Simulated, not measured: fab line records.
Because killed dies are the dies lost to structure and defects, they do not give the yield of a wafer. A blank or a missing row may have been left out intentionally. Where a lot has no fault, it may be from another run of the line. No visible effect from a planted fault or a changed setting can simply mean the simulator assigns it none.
Which of the tools did it? ; flow berkeleyCmos170 ; 15 lots (45 wafers sampled), 1 step of a 331-step route

WHAT THE GAUGES SHOWED, per wafer
The record lacks any reading of a measuring or inspecting step that a usual standard deviation could be used to judge.

EACH LOT AND THE TOOL THAT RAN IT (in order: tool; ch and the chambers of the sampled wafers; start)
lot;UCB170_GATE_PEB_10
L397;lithoTrack-01 ch 0, day 7 11:38
L395;lithoTrack-01 ch 0, day 7 11:53
L398;lithoTrack-04 ch 0, day 7 19:01
L402;lithoTrack-04, day 8 14:51
L400;lithoTrack-04, day 8 15:07
L401;lithoTrack-01, day 8 15:19
L410;lithoTrack-03 ch 0, day 10 12:48
L409;lithoTrack-01 ch 0, day 10 12:58
L411;lithoTrack-04 ch 0, day 11 07:17
L416;lithoTrack-04 ch 0, day 11 15:20
L414;lithoTrack-03 ch 0, day 11 15:25
L412;lithoTrack-01 ch 0, day 11 15:27
L413;lithoTrack-01 ch 0, day 11 15:45
L415;lithoTrack-04 ch 0, day 11 15:53
L417;lithoTrack-01 ch 0, day 12 04:19
- UCB170_GATE_PEB_10

AS READ BY THE TOOLS THEMSELVES (means over the sampled wafers that have a number; for cases with no such wafer, the mark the record gives instead)
UCB170_GATE_PEB_10.
lot;tool;chillPlateTempC (C);exhaustPa (Pa)
L397;lithoTrack-01;23.00;43.4
L395;lithoTrack-01;23.01;45.4
L398;lithoTrack-04;23.02;44.8
L402;lithoTrack-04;-;-
L400;lithoTrack-04;-;-
L401;lithoTrack-01;-;-
L410;lithoTrack-03;23.01;45.1
L409;lithoTrack-01;23.21;45.6
L411;lithoTrack-04;22.92;45.1
L416;lithoTrack-04;22.98;44.9
L414;lithoTrack-03;22.88;45.2
L412;lithoTrack-01;23.09;43.8
L413;lithoTrack-01;22.89;44.9
L415;lithoTrack-04;23.14;44.0
L417;lithoTrack-01;23.06;43.8

THE ANSWER, worked out from the rows above alone
Rule: the lots themselves supply what counts as usual. Put in order of their means at a reading, lots are off if they are a third of the lots or fewer, leave a main group of 4 or more, and stand apart from it by a gap of 3 or more times the standard deviation of the main group's means; of several such gaps the widest counts. A main group whose means are all the same, to the digits that the tables above print for the reading, isn't used. A lot without any number at a reading at which 4 lots or more have one is off too. Where the step has rows for the other lots, those lots are counted as sound. Order of review: gauges by route order, followed by the tools' own readings, for which a lot's mean as printed above is used. At the first step where some lot is off, the reading lying furthest off is the one used; lots without a number count as furthest.
Off at UCB170_GATE_PEB_10 (chillPlateTempC): L402, L400, L401. Without a number there: L402, L400, L401. Main group: mean 23.02 C, sd 0.094.
If a tool, at that step or one of the process steps before it, ran each lot that is off and ran no sound lot following the first of them, it fits. Not one of the candidates tried fits.

WHAT HAD BEEN PUT IN BY THE SIMULATOR
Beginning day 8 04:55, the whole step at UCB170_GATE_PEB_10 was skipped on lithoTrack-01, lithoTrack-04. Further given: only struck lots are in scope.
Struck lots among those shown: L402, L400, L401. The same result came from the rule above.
